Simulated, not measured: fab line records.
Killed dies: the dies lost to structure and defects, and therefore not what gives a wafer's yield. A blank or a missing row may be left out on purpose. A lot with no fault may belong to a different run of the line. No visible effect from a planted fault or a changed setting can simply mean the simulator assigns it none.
Problem report, 8D (eight disciplines) form, completed by code    flow berkeleyCmos170    the parts of the form that need people (team, actions taken, sign-off) are left out

== 1. WHAT WENT WRONG ==
Wafers without a fault read 700 nm, standard deviation 4.5; cdNm at UCB170_M2_CD_MEAS_90 reads a mean of 724 nm on 3 wafers belonging to 2 lots. Measured from the usual mean, that is +5.3 standard deviations.
The step: target cd 700 nm.
Seen first at day 11 18:53 on cdSem-01, wafer L164.4. Wafers with a number at this step in the record: 42, from 14 lots. The rule behind "out" and "out of limits": a value lying over 4 standard deviations away from the usual mean. Any other wafer with a number is counted as sound.

== 2. WHAT IT IS; WHAT IT IS NOT ==
question                     is                      is not
which readings at this step  cdNm                    -
which lots                   L163, L164              L145, L146, L149, L150, L151, L153, L155, L156, L157, L159, L161, L165
which wafers of those lots   L163.4, L164.4, L164.6  L163.3, L163.6, L164.2
read on which gauges         cdSem-01                cdSem-02
when                         from day 11 18:53       up to then (34 sound wafers); but 5 sound wafers of L163, L165 came after

== 3. WHAT RULES OUT EACH SUSPECT ==
Counting: a tool at a process step up to the reading stays a suspect if it ran every lot that is out. Sound lots after the first of them don't rule it out here, since some wafers of a struck lot are sound.
- the gauge at UCB170_M2_CD_MEAS_90: ruled out. All the wafers that are out were read on cdSem-01, but those of them that UCB170_M2_METAL_ETCH_18 has rows for are out there too, on other tools.
- plasmaAsher-04 at UCB170_M1_STRIP_13 (strips in O2): kept. It processed each lot that is out (first: L164, day 11 08:04); up to then, its last sound lot is L159 (day 10 12:52).
- rieMetal-03 at UCB170_M2_METAL_ETCH_18 (etches Al in Cl2/BCl3, stops on SiO2, target depth 1170 nm, time 195 s): kept. It processed each lot that is out (first: L164, day 11 18:34); up to then, its last sound lot is L161 (day 11 00:28). Its own oesProductAu, runLengthS readings are out on those wafers.
- The sound lot-mates ran in chamber 1 of rieMetal-03 at UCB170_M2_METAL_ETCH_18, but the wafers that are out ran in chamber 0.
What counting leaves: plasmaAsher-04 at UCB170_M1_STRIP_13 and rieMetal-03 at UCB170_M2_METAL_ETCH_18.

== 4. THE CAUSE (what the simulator had put in) ==
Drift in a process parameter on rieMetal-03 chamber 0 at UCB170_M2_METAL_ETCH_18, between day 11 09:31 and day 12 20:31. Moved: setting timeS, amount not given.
2 suspects survive the count, and this tool is in that group.

== 5. THE EFFECT CHAIN, in route order ==
Each row: a reading whose mean over the struck wafers that have a number lies more than 3 standard deviations from the usual. Readings are gone through only where the record gives a usual standard deviation; hours: the median, over the lots, of the time from a lot's start at the first step in this table giving one to that lot's start at this step; sigmas: the change measured in usual standard deviations.
hours  step                     reading       usual       on struck wafers  change  sigmas
0      UCB170_M2_METAL_ETCH_18  oesProductAu  0.851 a.u.  0.969             +0.118  +11
0      UCB170_M2_METAL_ETCH_18  runLengthS    223.4 s     158.6             -64.8   -99 or more
0      UCB170_M2_STRIP_19       oesProductAu  0.538 a.u.  0.721             +0.183  +8.3
0      UCB170_M2_CD_MEAS_90     cdNm          700 nm      724               +24     +5.3
Process steps it contains:
- UCB170_M2_METAL_ETCH_18: etches Al in Cl2/BCl3, stops on SiO2, target depth 1170 nm, time 195 s.
- UCB170_M2_STRIP_19: strips in O2.
Readings that are blank on the struck wafers while sound wafers have them: rfFwdPowerW at UCB170_M2_METAL_ETCH_18.

== 6. HOW IT WOULD HAVE BEEN CAUGHT EARLIER ==
Counted from the fault's start at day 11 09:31, it took 9 hours until the first out-of-limits reading at a measuring or inspecting step in this record, taken at day 11 18:53.
Tool's own readings at UCB170_M2_METAL_ETCH_18, oesProductAu, runLengthS: out on all struck wafers the step has rows for; an alarm limit on them would have tripped on the first.
L163, from the lots that are out (2), started UCB170_M2_METAL_ETCH_18 on rieMetal-03 later than day 11 18:53. Had the tool been put on hold then, it would have been spared.
